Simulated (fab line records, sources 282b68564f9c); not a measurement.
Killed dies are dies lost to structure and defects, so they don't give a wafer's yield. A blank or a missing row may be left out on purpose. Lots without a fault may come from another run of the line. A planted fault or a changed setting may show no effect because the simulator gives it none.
Which tool did it? | flow rit_cmos | 7 lots, 21 wafers sampled, at 2 steps of a route of 202

WHAT THE GAUGES READ, wafer by wafer
RIT_FOX2_THK_MEAS_01.
lot  | measured    | on            | FOX2_OXIDE_THK (nm)
L626 | day 2 01:04 | film_metro-02 | 356 350 349
L628 | day 2 09:20 | film_metro-04 | 357 355 361
L630 | day 2 19:35 | film_metro-02 | 345 343 344
L632 | day 3 08:31 | film_metro-02 | 341 338 340
L634 | day 3 15:56 | film_metro-02 | 359 349 360
L640 | day 4 22:52 | film_metro-03 | 327 324 327
L648 | day 6 17:55 | film_metro-02 | 348 346 346

WHICH TOOL RAN EACH LOT (tool, then ch and the chambers of the sampled wafers, then the start)
lot  | RIT_FOX2_OXIDATION_00
L626 | furnace-03 ch 0, day 1 23:45
L628 | furnace-03 ch 0, day 2 08:01
L630 | furnace-02 ch 0, day 2 18:16
L632 | furnace-02 ch 0, day 3 07:12
L634 | furnace-04 ch 0, day 3 14:37
L640 | furnace-02 ch 0, day 4 21:33
L648 | furnace-03 ch 0, day 6 16:36
- RIT_FOX2_OXIDATION_00: target thk 350.7 nm, ox time 1130 s.

THE ANSWER, worked out from the rows above alone
Rule: what is usual is taken from the lots themselves. Put in order of their means at a reading, lots are off if they are a third of the lots or fewer, leave a main group of 4 or more, and stand apart from it by a gap of 3 or more times the standard deviation of the main group's means; of several such gaps the widest counts. A main group whose means are all the same, to the digits that the tables above print for the reading, isn't used. A lot without any number at a reading at which 4 lots or more have one is off too. The other lots that the step has rows for count as sound.
No lot is off at any reading shown: from this, nothing can be told.

WHAT THE SIMULATOR HAD PUT IN
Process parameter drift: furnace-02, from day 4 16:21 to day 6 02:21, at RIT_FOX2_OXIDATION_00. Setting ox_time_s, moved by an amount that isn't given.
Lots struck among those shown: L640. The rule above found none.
